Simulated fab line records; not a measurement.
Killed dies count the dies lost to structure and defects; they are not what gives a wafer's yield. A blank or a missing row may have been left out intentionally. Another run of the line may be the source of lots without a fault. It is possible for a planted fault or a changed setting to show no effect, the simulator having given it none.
Split-lot experiment -- flow rit-cmos -- on a route of 202 steps: 5 lots, 23 wafers read

SPLIT DETAILS
At RIT_PLDD_COAT_01 (resist thk 1000 nm), the setting spin-rpm was moved away from the recipe's 3250 rpm on 9 of the 23 wafers read, by -5.4% to -3.4%. All remaining wafers had this setting at the recipe value.

FROM THE SPLIT TO THE READING: what the file shows between them, 3 steps
- RIT_PLDD_SOFTBAKE_02: time 60 s
- RIT_PLDD_EXPOSE_03: exposes mask M8, target cd 40900 nm
- RIT_PLDD_DEVELOP_05: develop time 50 s

THE READING
NOVOLAK_of_PLDD_COAT_01.thk-nm (the simulator's own value, which no gauge read), in nm, at RIT_PLDD_HARDBAKE_07 (time 60 s). The file does not state a usual value for it. Across the 14 wafers here that went through the recipe, the average is 882.9 nm and the standard deviation 1.3 nm.

wafer,"tool, chamber at the split","spin-rpm as run, rpm",against the recipe,"NOVOLAK_of_PLDD_COAT_01.thk-nm, nm",against lot-mates on the recipe
L074.1,"litho-track-01, 0",3250,recipe,883.3,-
L074.3,"litho-track-01, 0",3250,recipe,883,-
L074.4,"litho-track-01, 0",3076,-5.4%,906.9,+23.8
L074.5,"litho-track-01, 0",3076,-5.4%,904.9,+21.8
L074.6,"litho-track-01, 0",3076,-5.4%,906.2,+23.1
L077.1,"litho-track-02, 0",3250,recipe,884,-
L077.2,"litho-track-02, 0",3250,recipe,882,-
L077.3,"litho-track-02, 0",3250,recipe,884.8,-
L077.4,"litho-track-02, 0",3250,recipe,882.2,-
L077.5,"litho-track-02, 0",3250,recipe,884.3,-
L082.1,"litho-track-01, 0",3250,recipe,885,-
L082.2,"litho-track-01, 0",3250,recipe,883.8,-
L082.3,"litho-track-01, 0",3096,-4.7%,903.5,+19.1
L082.4,"litho-track-01, 0",3096,-4.7%,907,+22.6
L082.6,"litho-track-01, 0",3096,-4.7%,906.1,+21.7
L083.1,"litho-track-02, 0",3250,recipe,880.8,-
L083.5,"litho-track-02, 0",3250,recipe,880.7,-
L083.6,"litho-track-02, 0",3250,recipe,882.2,-
L085.1,"litho-track-02, 0",3138,-3.4%,894.1,+12.2
L085.2,"litho-track-02, 0",3250,recipe,882,-
L085.3,"litho-track-02, 0",3250,recipe,881.8,-
L085.4,"litho-track-02, 0",3138,-3.4%,896.8,+14.9
L085.5,"litho-track-02, 0",3138,-3.4%,897.5,+15.6

FIT RESULTS
A straight line over all 23 wafers: NOVOLAK_of_PLDD_COAT_01.thk-nm changes by -4.42 nm for each +1% of spin-rpm; r = -0.99; the points scatter about the line by 1.7 nm.
The same after taking each lot's own level away (the mean of its wafers on the recipe; 23 wafers): -4.32 nm for each +1%; r = -0.99; scatter 1.1 nm.
Per that fit: largest spin-rpm move, reading shift of 23 nm.
From 881.23 to 884.40 nm: that is the span of the lots' own levels, equal to 2.4 times the standard deviation above.
The two slopes agree, so the slope changes little with the lot-to-lot level.
Check: for one of the wafers moved furthest among these (-5.4%), held out of the fit, the line's prediction against its lot-mates is +23 nm. It came out at +23.8 nm against them.

ADDITIONAL SPLITS CARRIED BY THESE WAFERS
Other splits were also applied to these wafers ahead of the reading. Each is held against what the fit with the lots' levels taken away leaves over:
other split on the same wafers,wafers away from the commonest value,r with NOVOLAK_of_PLDD_COAT_01.thk-nm (lot level and that fit taken away)
RIT_NLDD_COAT_01 resist-thk-nm,10,-0.07

THE WHOLE CHAIN: every reading that the file lists as answering this split, in the file's order
step,what it does,reading,change (the file's fit),r (the file's)
RIT_PLDD_COAT_01,resist thk 1000 nm,"NOVOLAK_of_PLDD_COAT_01.thk-nm (the simulator's own value, which no gauge read)",-4.93 nm for each +1% of the setting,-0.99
RIT_PLDD_HARDBAKE_07,time 60 s,"NOVOLAK_of_PLDD_COAT_01.thk-nm (the simulator's own value, which no gauge read)",-4.31 nm for each +1% of the setting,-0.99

FILE'S OWN FIT
NOVOLAK_of_PLDD_COAT_01.thk-nm changes by -4.31 nm for each +1% of spin-rpm, r = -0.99.
